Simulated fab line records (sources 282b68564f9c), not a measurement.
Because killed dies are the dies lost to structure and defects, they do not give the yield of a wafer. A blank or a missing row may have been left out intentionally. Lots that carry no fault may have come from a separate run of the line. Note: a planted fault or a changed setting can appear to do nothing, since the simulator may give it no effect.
Code-filled problem report in 8D (eight disciplines) form	flow rit_cmos	the parts of the form that need people (team, actions taken, sign-off) are left out

1. THE ISSUE
Wafers without a fault read 999.8 nm, standard deviation 2.7; cd_nm at RIT_CONTACT_CD_MEAS_08 reads a mean of 1138.8 nm on 6 wafers belonging to 2 lots. Relative to the usual mean, that is a shift of +51 standard deviations.
The step: target cd 1000 nm.
Seen first at day 5 09:22 on cd_sem-02, wafer L235.3. Wafers with a number at this step in the record: 18, from 6 lots. Rule for "out" (also "out of limits"): further than 4 standard deviations from the usual mean. The other wafers with a number count as sound.

2. WHAT IT IS, WHAT IT ISN'T
question	is	is not
which readings at this step	cd_nm	-
which lots	L235, L237	L227, L228, L240, L245
which wafers of those lots	all that have a number	-
read on which gauges	cd_sem-01, cd_sem-02	-
when	from day 5 09:22	up to then (6 sound wafers); but 6 sound wafers of L240, L245 came after

3. WHAT RULES OUT EACH SUSPECT
Counting: a tool stays on the suspect list if, at a process step up to the reading, it processed all lots that are out and no sound lot following the first of them.
- the gauge at RIT_CONTACT_CD_MEAS_08: ruled out. The wafers that are out were read on 2 gauges (cd_sem-01, cd_sem-02).
- pvd_sputter-01 at RIT_SILICIDE_SPUTTER_01 (material Ti, target thk 30 nm, time 240 s): ruled out as a lasting fault. After its first lot that is out, L235 (day 5 07:44), sound lots L245 ran on it.
- rtp_anneal-01 at RIT_SILICIDE_RTA_04 (time 10 s, ramp up 5 s, ramp down 5 s): kept. It ran every lot that is out, first L235 (day 5 08:06), and no sound lot after that; its last sound lot up to then is L227 (day 3 11:53).
- rtp_anneal-02 at RIT_SILICIDE_RTA_06 (time 10 s, ramp up 5 s, ramp down 10 s): ruled out as a lasting fault. After its first lot that is out, L235 (day 5 08:12), sound lots L240, L245 ran on it.
- litho_track-04 at RIT_CONTACT_COAT_03 (resist thk 1000 nm): kept. It ran every lot that is out, first L235 (day 5 08:34), and no sound lot after that; its last sound lot up to then is L227 (day 3 12:22).
After counting, rtp_anneal-01 at RIT_SILICIDE_RTA_04 and litho_track-04 at RIT_CONTACT_COAT_03 remain.

4. THE CAUSE (what the simulator had put in)
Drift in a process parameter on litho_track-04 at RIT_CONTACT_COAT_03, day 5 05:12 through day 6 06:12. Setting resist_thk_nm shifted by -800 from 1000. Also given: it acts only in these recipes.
Counting leaves 2 suspects; this tool is one of them.

5. SEQUENCE OF EFFECTS, ordered by route
One row per reading whose mean, taken over the struck wafers that have a number, lies over 3 standard deviations from the usual. Readings are gone through only where the record gives a usual standard deviation; hours: the median, over the lots, of the time from a lot's start at the first step in this table giving one to that lot's start at this step; sigmas: the change measured in usual standard deviations.
hours	step	reading	usual	on struck wafers	change	sigmas
0	RIT_CONTACT_CD_MEAS_08	cd_nm	999.8 nm	1138.8	+139.0	+51
5	RIT_M1_PROBE_99	killed_at_contacts	0.1	34.5	+34.4	+99 or more
5	RIT_M1_PROBE_99	killed_dies	8	42	+34	+11
Here are the process steps it includes:
- RIT_M1_PROBE_99
Later steps that measure or inspect, where all struck wafers having a row at the step show a number for every such reading and not one has moved that far: RIT_CONTACT_OVL_MEAS_09.

6. HOW IT WOULD HAVE BEEN CAUGHT EARLIER
4 hours passed between the start of the fault at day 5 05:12 and the first reading out of limits at a measuring or inspecting step in this record, taken at day 5 09:22.
Tool readings at RIT_CONTACT_COAT_03 with a usual standard deviation given in the record: none out on any struck wafer, hence no alarm at a limit of 4 standard deviations on them.
Of the lots that are out (2), L237 began RIT_CONTACT_COAT_03 on litho_track-04 after day 5 09:22. A tool hold placed at that time would have kept it from harm.
